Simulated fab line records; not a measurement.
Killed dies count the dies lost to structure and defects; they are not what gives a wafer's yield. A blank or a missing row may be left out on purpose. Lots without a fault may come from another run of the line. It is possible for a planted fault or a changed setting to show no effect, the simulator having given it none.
Split-lot experiment | flow berkeley cmos170 | 23 wafers read from 5 lots, route of 331 steps

== ABOUT THE SPLIT ==
At UCB170_SCREENOX_OXIDATION_01 (target thk 14.4 nm, ox time 2400 s), the setting temp c was moved away from the recipe's 900 C on 15 of the 23 wafers read, by -2.8% to +2.5%. This setting was run at the recipe's value on the other wafers.

There is no step in the file separating the split from the reading.

== THE READING ==
SCREENOX_OXIDE_THK in nanometres, read at UCB170_SCREENOX_THK_MEAS_02. Fault-free wafers of this fab line usually give 14.49 nm, standard deviation 0.21 nm.

wafer  | tool, chamber at the split | temp c as run, C | against the recipe | SCREENOX_OXIDE_THK, nm | against lot-mates on the recipe
L076.1 | -, -                       | 874.7            | -2.8%              | 10.85                  | no lot-mate on the recipe
L076.2 | -, -                       | 874.7            | -2.8%              | 11.01                  | no lot-mate on the recipe
L076.3 | -, -                       | 874.7            | -2.8%              | 11.07                  | no lot-mate on the recipe
L076.5 | -, -                       | 874.7            | -2.8%              | 11.08                  | no lot-mate on the recipe
L076.6 | -, -                       | 874.7            | -2.8%              | 10.86                  | no lot-mate on the recipe
L079.1 | -, -                       | 887.3            | -1.4%              | 12.77                  | no lot-mate on the recipe
L079.2 | -, -                       | 887.3            | -1.4%              | 12.43                  | no lot-mate on the recipe
L079.3 | -, -                       | 887.3            | -1.4%              | 12.80                  | no lot-mate on the recipe
L079.4 | -, -                       | 887.3            | -1.4%              | 12.54                  | no lot-mate on the recipe
L079.6 | -, -                       | 887.3            | -1.4%              | 12.70                  | no lot-mate on the recipe
L080.1 | -, -                       | 922.8            | +2.5%              | 18.02                  | no lot-mate on the recipe
L080.2 | -, -                       | 922.8            | +2.5%              | 18.28                  | no lot-mate on the recipe
L080.4 | -, -                       | 922.8            | +2.5%              | 18.23                  | no lot-mate on the recipe
L080.5 | -, -                       | 922.8            | +2.5%              | 18.18                  | no lot-mate on the recipe
L080.6 | -, -                       | 922.8            | +2.5%              | 17.99                  | no lot-mate on the recipe
L081.1 | furnace-01, 0              | 900              | recipe             | 14.35                  | -
L081.4 | furnace-01, 0              | 900              | recipe             | 14.70                  | -
L081.5 | furnace-01, 0              | 900              | recipe             | 14.43                  | -
L082.1 | -, -                       | 900              | recipe             | 14.86                  | -
L082.2 | -, -                       | 900              | recipe             | 14.64                  | -
L082.3 | -, -                       | 900              | recipe             | 14.86                  | -
L082.4 | -, -                       | 900              | recipe             | 14.80                  | -
L082.6 | -, -                       | 900              | recipe             | 14.89                  | -

THE FIT
A straight line over all 23 wafers: SCREENOX_OXIDE_THK changes by +1.35 nm for each +1% of temp c; r = +1.00; the points scatter about the line by 0.17 nm.
Too few moved wafers have a lot-mate on the recipe to fit a line with each lot's own level taken away.

== THE WHOLE CHAIN: every reading that the file lists as answering this split, in the file's order ==
step                         | what it does                       | reading                                                                               | change (the file's fit)              | r (the file's)
UCB170_SCREENOX_OXIDATION_01 | target thk 14.4 nm, ox time 2400 s | SiO2_of_SCREENOX_OXIDATION_01.thk nm (the simulator's own value, which no gauge read) | +1.35 nm for each +1% of the setting | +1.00
UCB170_SCREENOX_THK_MEAS_02  |                                    | SCREENOX_OXIDE_THK                                                                    | +1.35 for each +1% of the setting    | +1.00

== FILE'S OWN FIT ==
SCREENOX_OXIDE_THK changes by +1.35 nm for each +1% of temp c, r = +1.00.
